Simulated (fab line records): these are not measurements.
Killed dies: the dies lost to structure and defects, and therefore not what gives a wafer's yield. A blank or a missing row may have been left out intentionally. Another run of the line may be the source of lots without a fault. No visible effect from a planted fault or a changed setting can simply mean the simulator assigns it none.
Which tool is to blame? | flow berkeleyCmos170 | 21 wafers from 7 lots sampled at 2 of the route's 331 steps

== WHAT THE GAUGES SHOWED, per wafer ==
UCB170_PSD_CD_MEAS_06 targets a cd of 1200 nm.
lot  | measured     | on       | cdNm (nm)
L170 | day 7 08:46  | cdSem-02 | 1198.4 1198.2 1198.5
L172 | day 7 05:39  | cdSem-01 | 1199.0 1197.6 1197.8
L175 | day 7 16:38  | cdSem-01 | 1198.8 1198.9 1200.1
L179 | day 8 11:24  | cdSem-02 | 1165.0 1164.9 1164.2 1165.1 1164.9 1164.7
L182 | day 9 15:56  | cdSem-01 | 1200.9 1200.5 1200.0
L184 | day 9 15:39  | cdSem-02 | 1171.0 1172.0 1170.6 1171.1 1171.8 1171.0
L191 | day 10 23:43 | cdSem-02 | 1197.2 1199.4 1198.6

== EACH LOT AND THE TOOL THAT RAN IT (in order: tool; ch and the chambers of the sampled wafers; start) ==
lot  | UCB170_PSD_PEB_04
L170 | lithoTrack-04 ch 0, day 7 08:30
L172 | lithoTrack-04 ch 0, day 7 05:22
L175 | lithoTrack-03 ch 0, day 7 16:22
L179 | lithoTrack-02 ch 0, day 8 11:08
L182 | lithoTrack-03 ch 0, day 9 15:40
L184 | lithoTrack-02 ch 0, day 9 15:22
L191 | lithoTrack-04 ch 0, day 10 23:26
- UCB170_PSD_PEB_04

== THE ANSWER, worked out from the rows above alone ==
Rule: usual is defined by the lots themselves. The widest of any qualifying gaps counts: lots, ordered by their means at a reading, are off when they make up no more than a third of the lots, leave a main group of 4 or more, and stand apart from it by 3 or more times the standard deviation of that group's means. If all means in a main group match to the digits the tables above print for the reading, that group is not used. Also off: a lot with no number at a reading for which 4 or more lots have one. All remaining lots with rows at the step are treated as sound.
Off at UCB170_PSD_CD_MEAS_06 (cdNm): L179, L184. The main group: mean 1198.9 nm, standard deviation 0.86.
A tool fits if, at a process step before that reading, it ran every lot that is off, and no sound lot after the first of them. The gauges at UCB170_PSD_CD_MEAS_06 are tried like those tools. One fits: UCB170_PSD_PEB_04 on lithoTrack-02. It ran no sound lot before its first lot that is off in this sample, so the start can't be narrowed down.

== WHAT THE SIMULATOR HAD INSERTED ==
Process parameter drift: lithoTrack-02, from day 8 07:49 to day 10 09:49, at UCB170_PSD_PEB_04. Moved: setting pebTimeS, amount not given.
Lots struck among those shown: L179, L184. The rule above found the same.
